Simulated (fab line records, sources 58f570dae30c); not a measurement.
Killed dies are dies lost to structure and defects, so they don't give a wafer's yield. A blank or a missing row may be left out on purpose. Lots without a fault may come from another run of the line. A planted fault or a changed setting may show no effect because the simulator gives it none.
Problem report in the 8D (eight disciplines) form, filled by code | flow berkeley_cmos170 | the parts of the form that need people (team, actions taken, sign-off) are left out

1. THE PROBLEM
GATE_OVL at UCB170_GATE_OVL_MEAS_13 reads a mean of -128 nm on 6 wafers of 2 lots; wafers without a fault read -1 nm with a standard deviation of 5.1. That is -25 standard deviations from the usual mean.
First seen on wafer L292.1, day 8 21:49, on overlay-01. The record holds 39 wafers of 13 lots with a number at this step. Rule for "out", or "out of limits": more than 4 standard deviations from the usual mean. The other wafers with a number count as sound.

2. WHAT IT IS AND WHAT IT IS NOT
question                    | is                     | is not
which readings at this step | GATE_OVL               | -
which lots                  | L292, L293             | L277, L278, L279, L280, L281, L283, L285, L296, L297, L299, L300
which wafers of those lots  | all that have a number | -
read on which gauges        | overlay-01, overlay-02 | -
when                        | from day 8 21:49       | up to then (21 sound wafers); but 12 sound wafers of L296, L297, L299, L300 came after

3. SUSPECTS, AND WHAT RULES EACH OUT
Counting: a tool at a process step up to the reading stays a suspect if it ran every lot that is out and no sound lot after the first of them.
- the gauge at UCB170_GATE_OVL_MEAS_13: ruled out. The wafers that are out were read on 2 gauges (overlay-01, overlay-02).
- krf_scanner-01 at UCB170_GATE_EXPOSE_09 (exposes mask POLY, target cd 350 nm): kept. It ran every lot that is out, first L292 (day 8 21:18), and no sound lot after that; its last sound lot up to then is L280 (day 6 12:04).
Left after counting: krf_scanner-01 at UCB170_GATE_EXPOSE_09.

4. THE CAUSE (what the simulator had put in)
Scanner matching overlay: krf_scanner-01, from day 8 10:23 on, at UCB170_GATE_EXPOSE_09. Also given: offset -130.
Counting left only this tool.

5. THE CHAIN OF EFFECTS, in route order
Each row: a reading whose mean over the struck wafers that have a number lies more than 3 standard deviations from the usual. Only readings for which the record gives a usual standard deviation are gone through. hours: the time from each lot's start at the first step in this table that gives one to its start at this step, as a median over the lots. sigmas: the change in usual standard deviations.
hours | step                    | reading  | usual | on struck wafers | change | sigmas
0     | UCB170_GATE_OVL_MEAS_13 | GATE_OVL | -1 nm | -128             | -128   | -25
Later measuring or inspecting steps at which every struck wafer that the step has a row for has a number for every such reading, and none has moved that far: UCB170_PSD_OVL_MEAS_07.

6. WHAT WOULD HAVE CAUGHT IT SOONER
In this record the first reading out of limits at a measuring or inspecting step was taken at day 8 21:49, 11 hours after the fault began at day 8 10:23.
Of the lots that are out (2), L293 began UCB170_GATE_EXPOSE_09 on krf_scanner-01 after day 8 21:49. A hold on the tool at that time would have spared it.
